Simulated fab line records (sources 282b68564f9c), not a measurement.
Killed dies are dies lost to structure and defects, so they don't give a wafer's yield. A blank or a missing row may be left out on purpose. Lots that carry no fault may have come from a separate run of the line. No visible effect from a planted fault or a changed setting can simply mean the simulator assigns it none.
fab line records	flow rit-cmos
[record] lots = 5	wafers = 23
route steps=202 shown PSD@150 SDANNEAL@153 PLDD@159 CONTACT@168 M1@188
start-h: start of the lot's first displayed wafer, in hours after the record's first day	wait-h: how many hours have passed since the lot's step before this one	" identical to the entry in the row above	L1.1+2: a row that stands for several wafers	- no value, or no start was given	* or withheld: withheld	< > ~ a bound
route shown NAME@n: names a module that has steps shown in the file, with the first one's number in the route	usual: mean/standard deviation of fault-free wafers	same: alike in all rows	chamber/n: place in a boat	sites: each site's reading	_std_site: the values' standard deviation	_edge_site: inner sites' mean taken away from outer sites' mean	radius-mm: for every site, how far away it sits from the centre of the wafer	mask NAME#n: copy n	behind: tool/chamber where the wafer was last shaped	hold: cause of the lot's hold/its duration in hours/its outcome	device: transistor that didn't switch, given as n, p or np	end of line: tests run on the same wafers once the route is complete	for a step that has no rows: nothing shown but its recipe	killed: the dies lost at the first sort to structure and to defects; this is not the yield of the wafer	map: a wafer's dies, x killed, . not, _ none there
set.NAME: the setting that was run; set.NAME@STEP: the one run at that earlier step	model.NAME: the simulator's own value behind a step, which no gauge read
lots with deliberately changed settings; one table per step, one row per wafer
[[steps]]
[step RIT_PSD_IMPLANT_08]
[recipe] species = BF2	energy-kev = 27	dose-cm2 = 5e+15	tilt-deg = 7
lot.wafer	tool	chamber	start-h	wait-h	set.energy-kev	model.implant.rp-nm	model.implant.drp-nm
L075.1+3	implanter-04	0	59.08	0.1	27	22.32	12.05
L075.2+4+5	"	0	"	"	27.45	22.62	12.19
L076.1+3	implanter-04	0	63.98	0.1	27	21.94	12.05
L076.2+4+6	"	0	"	"	28.4	22.84	12.48
L078.1+4	implanter-03	0	71.13	0.1	28.36	22.66	12.47
L078.2+3+6	"	0	"	"	27	21.78	12.05
L079.1+2+6	implanter-01	0	79.93	0.1	26.12	20.48	11.77
L079.3+4	"	0	"	"	27	21.04	12.05
L082.1+2+3	implanter-03	0	92.81	0.1	27	22.14	12.05
[step RIT_PSD_STRIP_09]
[recipe] chemistry = O2	time-s = 180	resist = NOVOLAK	platen-temp-c = withheld	power-w = 500	pressure-mtorr = 4000	o2-flow-sccm = 4000
[step RIT_PSD_TW_MEAS_10]
[usual] PSD_TW = 3428/14
lot.wafer	tool	chamber	start-h	wait-h	set.energy-kev@PSD_IMPLANT_08	PSD_TW
L075.1	film-metro-01	-	59.40	0.1	27	3440
L075.2	"	-	"	"	27.45	3448
L075.3	"	-	"	"	27	3456
L075.4	"	-	"	"	27.45	3444
L075.5	"	-	"	"	27.45	3462
L076.1	film-metro-04	-	64.31	0.1	27	3430
L076.2	"	-	"	"	28.4	3473
L076.3	"	-	"	"	27	3437
L076.4	"	-	"	"	28.4	3473
L076.6	"	-	"	"	28.4	3466
L078.1	film-metro-04	-	71.45	0.1	28.36	3476
L078.2	"	-	"	"	27	3430
L078.3	"	-	"	"	27	3436
L078.4	"	-	"	"	28.36	3463
L078.6	"	-	"	"	27	3442
L079.1	film-metro-01	-	80.25	0.1	26.12	3379
L079.2	"	-	"	"	26.12	3379
L079.3	"	-	"	"	27	3404
L079.4	"	-	"	"	27	3412
L079.6	"	-	"	"	26.12	3379
L082.1	film-metro-04	-	93.13	0.1	27	3447
L082.2	"	-	"	"	27	3456
L082.3	"	-	"	"	27	3435
[step RIT_SDANNEAL_CLEAN_00]
[recipe] chemistry = SC1	mix = 3:3:50	time-s = 600	temp-c = 75
[step RIT_SDANNEAL_CLEAN_01]
[recipe] chemistry = dHF	dilution = 50:1	time-s = 28.5
[step RIT_SDANNEAL_CLEAN_02]
[recipe] chemistry = SC2	mix = 3:3:50	time-s = 600	temp-c = 75	dry = n2-spin
[step RIT_SDANNEAL_RTA_03]
[recipe] temp-c = 1050	time-s = 5	idle-temp-c = 600	ramp-up-c-per-s = 342	ramp-down-c-per-s = 171	cool-to-c = 600	ambient = N2
[step RIT_SDANNEAL_RS_MEAS_04]
[recipe] thk-meas-gauge = four-point-probe
[usual] PSD_RS = 116.03/0.27
lot.wafer	tool	chamber	start-h	wait-h	set.energy-kev@PSD_IMPLANT_08	PSD_RS[ohm/sq]
L075.1	film-metro-03	-	59.89	0.0	27	116.34
L075.2	"	-	"	"	27.45	115.03
L075.3	"	-	"	"	27	116.34
L075.4	"	-	"	"	27.45	115.17
L075.5	"	-	"	"	27.45	115.11
L076.1	film-metro-04	-	64.85	0.1	27	116.27
L076.2	"	-	"	"	28.4	113.08
L076.3	"	-	"	"	27	115.97
L076.4	"	-	"	"	28.4	112.90
L076.6	"	-	"	"	28.4	113.41
L078.1	film-metro-03	-	72.00	0.1	28.36	112.97
L078.2	"	-	"	"	27	116.00
L078.3	"	-	"	"	27	115.82
L078.4	"	-	"	"	28.36	113.24
L078.6	"	-	"	"	27	115.98
L079.1	film-metro-03	-	80.77	0.0	26.12	118.32
L079.2	"	-	"	"	26.12	118.82
L079.3	"	-	"	"	27	116.50
L079.4	"	-	"	"	27	115.92
L079.6	"	-	"	"	26.12	118.09
L082.1	film-metro-03	-	93.65	0.0	27	115.84
L082.2	"	-	"	"	27	115.64
L082.3	"	-	"	"	27	115.76
[step RIT_SDANNEAL_RS_MEAS_06]
[recipe] thk-meas-gauge = four-point-probe
[usual] PLDD_RS = 179.0/0.47
lot.wafer	tool	chamber	start-h	wait-h	set.energy-kev@PLDD_IMPLANT_08	PLDD_RS[ohm/sq]
L075.1	film-metro-03	-	60.13	0.1	20	178.3
L075.2	"	-	"	"	20	178.3
L075.3	"	-	"	"	20	178.4
L075.4	"	-	"	"	20	179.1
L075.5	"	-	"	"	20	178.5
L076.1	film-metro-04	-	65.09	0.1	20.31	178.3
L076.2	"	-	"	"	20	179.0
L076.3	"	-	"	"	20.31	177.5
L076.4	"	-	"	"	20	178.9
L076.6	"	-	"	"	20.31	178.0
L078.1	film-metro-03	-	72.24	0.1	19.33	181.2
L078.2	"	-	"	"	20	179.1
L078.3	"	-	"	"	19.33	181.3
L078.4	"	-	"	"	20	178.8
L078.6	"	-	"	"	20	179.1
L079.1	film-metro-03	-	81.01	0.1	20	179.2
L079.2	"	-	"	"	20	179.9
L079.3	"	-	"	"	20	179.5
L079.4	"	-	"	"	20	179.2
L079.6	"	-	"	"	20	179.5
L082.1	film-metro-03	-	93.89	0.1	20	179.2
L082.2	"	-	"	"	20	179.4
L082.3	"	-	"	"	20	179.0
[step RIT_CONTACT_CVD_00]
[recipe] material = SiO2	target-thk-nm = 400	precursor = TEOS	temp-c = 390	time-s = 61	rf-w = 400
lot.wafer	tool	chamber	start-h	wait-h	set.time-s	model.SiO2_of_CONTACT_CVD_00.thk-nm
L075.1	pecvd-03	0	60.95	0.1	61	398.5
L075.2	"	1	"	"	61	395.8
L075.3	"	2	"	"	61	400.1
L075.4	"	1	"	"	61	393.8
L075.5	"	2	"	"	61	409.7
L076.1	pecvd-02	1	65.91	0.1	61	399.2
L076.2	"	2	"	"	61	391.1
L076.3	"	0	"	"	63.68	413.1
L076.4	"	0	"	"	63.68	414.2
L076.6	"	1	"	"	61	397.9
L078.1	pecvd-03	0	73.07	0.1	61	410.9
L078.2	"	1	"	"	61	391.6
L078.3	"	2	"	"	57.62	376.1
L078.4	"	1	"	"	57.62	379.2
L078.6	"	2	"	"	57.62	382.7
L079.1	pecvd-02	0	81.76	0.1	54.87	361.7
L079.2	"	1	"	"	61	403.7
L079.3	"	2	"	"	61	397
L079.4	"	0	"	"	54.87	367.1
L079.6	"	1	"	"	61	410.5
L082.1	pecvd-02	0	94.65	0.1	61	396.8
L082.2	"	1	"	"	61	396.9
L082.3	"	2	"	"	61	395.2
[step RIT_CONTACT_THK_MEAS_01]
[recipe] reads = SiO2_of_CONTACT_CVD_00
[usual] CONTACT_TEOS_THK = 399/5.2
lot.wafer	tool	chamber	start-h	wait-h	set.time-s@CONTACT_CVD_00	CONTACT_TEOS_THK[nm]
L075.1	film-metro-03	-	61.00	0.0	61	398
L075.2	"	-	"	"	61	396
L075.3	"	-	"	"	61	400
L075.4	"	-	"	"	61	394
L075.5	"	-	"	"	61	410
L076.1	film-metro-04	-	65.97	0.0	61	399
L076.2	"	-	"	"	61	391
L076.3	"	-	"	"	63.68	413
L076.4	"	-	"	"	63.68	414
L076.6	"	-	"	"	61	398
L078.1	film-metro-02	-	73.12	0.0	61	411
L078.2	"	-	"	"	61	392
L078.3	"	-	"	"	57.62	376
L078.4	"	-	"	"	57.62	379
L078.6	"	-	"	"	57.62	383
L079.1	film-metro-03	-	81.82	0.0	54.87	362
L079.2	"	-	"	"	61	404
L079.3	"	-	"	"	61	397
L079.4	"	-	"	"	54.87	367
L079.6	"	-	"	"	61	411
L082.1	film-metro-03	-	94.70	0.0	61	397
L082.2	"	-	"	"	61	397
L082.3	"	-	"	"	61	395
[step RIT_CONTACT_ETCH_11]
[recipe] target-depth-a = 4800	over-etch-frac = 0.2	stop-on = TiSi2	chemistry = CHF3/CF4/Ar	target = SiO2	CHF3_flow_sccm = 50	cf4-flow-sccm = 10	Ar_flow_sccm = 100	O2_flow_sccm = 5	pressure-mtorr = 100	rf-w = 200	time-s = 320
lot.wafer	tool	chamber	start-h	wait-h	set.over-etch-frac	set.time-s@CONTACT_CVD_00	model.CONTACT.feature-depth-nm	model.etch.depth-nm
L075.1	rie-diel-03	0	62.34	0.1	0.2	61	398.5	398.5
L075.2	"	1	"	"	0.227	61	395.8	395.8
L075.3	"	3	"	"	0.227	61	400.1	400.1
L075.4	"	2	"	"	0.2	61	393.8	393.8
L075.5	"	1	"	"	0.227	61	409.7	409.7
L076.1	rie-diel-02	0	67.42	0.1	0.2	61	399.2	399.2
L076.2	"	1	"	"	0.2	61	391.1	391.1
L076.3	"	2	"	"	0.2	63.68	413.1	413.1
L076.4	"	3	"	"	0.2	63.68	414.2	414.2
L076.6	"	2	"	"	0.2	61	397.9	397.9
L078.1	rie-diel-02	3	74.54	0.1	0.2	61	410.9	410.9
L078.2	"	1	"	"	0.2	61	391.6	391.6
L078.3	"	2	"	"	0.2	57.62	376.1	376.1
L078.4	"	0	"	"	0.2	57.62	379.2	379.2
L078.6	"	1	"	"	0.2	57.62	382.7	382.7
L079.1	rie-diel-03	1	83.49	0.1	0.2	54.87	361.7	361.7
L079.2	"	2	"	"	0.173	61	403.7	403.7
L079.3	"	3	"	"	0.173	61	397	397
L079.4	"	0	"	"	0.173	54.87	367.1	367.1
L079.6	"	0	"	"	0.2	61	410.5	410.5
L082.1	rie-diel-02	3	96.03	0.1	0.2	61	396.8	396.8
L082.2	"	2	"	"	0.2	61	396.9	396.9
L082.3	"	1	"	"	0.2	61	395.2	395.2
[step RIT_M1_COAT_04]
[recipe] resist = NOVOLAK	spin-rpm = 2000	resist-thk-nm = 1300
lot.wafer	tool	chamber	start-h	wait-h	set.resist-thk-nm	model.NOVOLAK_of_M1_COAT_04.thk-nm
L075.1	litho-track-02	0	63.80	0.1	1300	1304
L075.2	"	0	"	"	1300	1305
L075.3+4	"	0	"	"	1300	1303
L075.5	"	0	"	"	1300	1302
L076.1+3	litho-track-02	0	68.89	0.1	1300	1294
L076.2	"	0	"	"	1300	1296
L076.4	"	0	"	"	1300	1298
L076.6	"	0	"	"	1300	1295
L078.1	litho-track-02	0	76.01	0.1	1300	1303
L078.2	"	0	"	"	1300	1298
L078.3	"	0	"	"	1300	1302
L078.4	"	0	"	"	1342	1341
L078.6	"	0	"	"	1342	1346
L079.1+2	litho-track-01	0	85.09	0.1	1263	1267
L079.3	"	0	"	"	1300	1303
L079.4	"	0	"	"	1300	1304
L079.6	"	0	"	"	1300	1308
L082.1	litho-track-01	0	97.51	0.1	1300	1303
L082.2	"	0	"	"	1300	1305
L082.3	"	0	"	"	1300	1308
[step RIT_M1_EXPOSE_06]
[recipe] mask-id = M12	na = 0.6	source-shape = conventional	sigma-outer = 0.5	target-cd-nm = 2600	dose-mj = 250
lot.wafer	tool	chamber	start-h	wait-h	mask	set.dose-mj
L075.1+2+3+4+5	iline-stepper-02	0	64.10	0.1	M12#0	250
L076.1+2	iline-stepper-02	0	69.19	0.1	M12#0	250
L076.3+4+6	"	0	"	"	M12#0	232.3
L078.1+2+6	iline-stepper-01	0	76.31	0.1	M12#0	260.6
L078.3+4	"	0	"	"	M12#0	250
L079.1+3+6	iline-stepper-02	0	85.51	0.2	M12#0	250
L079.2+4	"	0	"	"	M12#0	238.5
L082.1+2+3	iline-stepper-02	0	97.81	0.1	M12#0	250
[step RIT_M1_PEB_07]
[recipe] resist = NOVOLAK	temp-c = withheld	time-s = withheld
[step RIT_M1_DEVELOP_08]
[recipe] resist = NOVOLAK	develop-time-s = 69.88	dev-temp-c = 23
lot.wafer	tool	chamber	start-h	wait-h	set.dose-mj@M1_EXPOSE_06	model.M1.cd-nm
L075.1+3	litho-track-02	0	-	-	250	2599
L075.2	"	0	"	"	250	2600
L075.4	"	0	"	"	250	2601
L075.5	"	0	"	"	250	2602
L076.1	litho-track-02	0	-	-	250	2602
L076.2	"	0	"	"	250	2603
L076.3+6	"	0	"	"	232.3	2623
L076.4	"	0	"	"	232.3	2624
L078.1+2	litho-track-04	0	-	-	260.6	2588
L078.3	"	0	"	"	250	2601
L078.4	"	0	"	"	250	2603
L078.6	"	0	"	"	260.6	2591
L079.1+3	litho-track-02	0	-	-	250	2599
L079.2	"	0	"	"	238.5	2611
L079.4	"	0	"	"	238.5	2614
L079.6	"	0	"	"	250	2601
L082.1+3	litho-track-04	0	-	-	250	2603
L082.2	"	0	"	"	250	2600
[step RIT_M1_CD_MEAS_09]
[recipe] target-cd-nm = 2600
[usual] cd-nm = 2600.2/1.8
lot.wafer	tool	chamber	start-h	wait-h	set.dose-mj@M1_EXPOSE_06	cd-nm
L075.1	cd-sem-02	-	64.53	-	250	2599.4
L075.2	"	-	"	"	250	2599.7
L075.3	"	-	"	"	250	2598.7
L075.4	"	-	"	"	250	2600.8
L075.5	"	-	"	"	250	2602.2
L076.1	cd-sem-02	-	69.62	-	250	2602.8
L076.2	"	-	"	"	250	2602.8
L076.3	"	-	"	"	232.3	2622.8
L076.4	"	-	"	"	232.3	2623.2
L076.6	"	-	"	"	232.3	2622.9
L078.1	cd-sem-02	-	76.74	-	260.6	2588.0
L078.2	"	-	"	"	260.6	2587.6
L078.3	"	-	"	"	250	2600.5
L078.4	"	-	"	"	250	2603.4
L078.6	"	-	"	"	260.6	2590.7
L079.1	cd-sem-02	-	85.97	-	250	2599.5
L079.2	"	-	"	"	238.5	2610.9
L079.3	"	-	"	"	250	2599.1
L079.4	"	-	"	"	238.5	2614.2
L079.6	"	-	"	"	250	2601.4
L082.1	cd-sem-02	-	98.43	-	250	2602.3
L082.2	"	-	"	"	250	2599.9
L082.3	"	-	"	"	250	2602.7
[step RIT_M1_HARDBAKE_11]
[recipe] resist = NOVOLAK	temp-c = 140	time-s = 120
lot.wafer	tool	chamber	start-h	wait-h	set.resist-thk-nm@M1_COAT_04	model.NOVOLAK_of_M1_COAT_04.thk-nm
L075.1+2	litho-track-02	0	64.69	0.0	1300	1141
L075.3+5	"	0	"	"	1300	1139
L075.4	"	0	"	"	1300	1140
L076.1+3+6	litho-track-02	0	69.77	0.0	1300	1132
L076.2	"	0	"	"	1300	1133
L076.4	"	0	"	"	1300	1135
L078.1	litho-track-01	0	76.89	0.0	1300	1140
L078.2	"	0	"	"	1300	1135
L078.3	"	0	"	"	1300	1138
L078.4	"	0	"	"	1342	1172
L078.6	"	0	"	"	1342	1176
L079.1+2	litho-track-02	0	86.13	0.0	1263	1109
L079.3	"	0	"	"	1300	1139
L079.4	"	0	"	"	1300	1140
L079.6	"	0	"	"	1300	1144
L082.1	litho-track-04	0	98.58	0.0	1300	1140
L082.2	"	0	"	"	1300	1141
L082.3	"	0	"	"	1300	1144
[[key]]
[split] step = RIT_PSD_IMPLANT_08	setting = energy-kev	stated = 27	by = wafer
[response] step = RIT_PSD_IMPLANT_08	reading = model.implant.rp-nm	change = +0.174	per = 1%	r = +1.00
[response] step = RIT_PSD_IMPLANT_08	reading = model.implant.drp-nm	change = +0.0843	per = 1%	r = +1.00
[response] step = RIT_PSD_TW_MEAS_10	reading = PSD_TW	change = +7.05	per = 1%	r = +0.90
[response] step = RIT_SDANNEAL_RS_MEAS_04	reading = PSD_RS	change = -0.594	per = 1%	r = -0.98
[split] step = RIT_CONTACT_CVD_00	setting = time-s	stated = 61	by = wafer
[response] step = RIT_CONTACT_CVD_00	reading = model.SiO2_of_CONTACT_CVD_00.thk-nm	change = +3.93	per = 1%	r = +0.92
[response] step = RIT_CONTACT_THK_MEAS_01	reading = CONTACT_TEOS_THK	change = +3.94	per = 1%	r = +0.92
[response] step = RIT_CONTACT_ETCH_11	reading = model.CONTACT.feature-depth-nm	change = +3.93	per = 1%	r = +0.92
[response] step = RIT_CONTACT_ETCH_11	reading = model.etch.depth-nm	change = +3.93	per = 1%	r = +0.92
[split] step = RIT_CONTACT_ETCH_11	setting = over-etch-frac	stated = 0.2	by = wafer
response none clear
[split] step = RIT_M1_COAT_04	setting = resist-thk-nm	stated = 1300	by = wafer
[response] step = RIT_M1_COAT_04	reading = model.NOVOLAK_of_M1_COAT_04.thk-nm	change = +13.1	per = 1%	r = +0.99
[response] step = RIT_M1_HARDBAKE_11	reading = model.NOVOLAK_of_M1_COAT_04.thk-nm	change = +11.3	per = 1%	r = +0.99
[split] step = RIT_M1_EXPOSE_06	setting = dose-mj	stated = 250	by = wafer
[response] step = RIT_M1_DEVELOP_08	reading = model.M1.cd-nm	change = -2.91	per = 1%	r = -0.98
[response] step = RIT_M1_CD_MEAS_09	reading = cd-nm	change = -2.87	per = 1%	r = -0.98
split outside-this-file step=RIT_PLDD_IMPLANT_08 setting=energy-kev
// split outside-this-file: this setting was split too, and the file shows its column; the key of that split is in another file
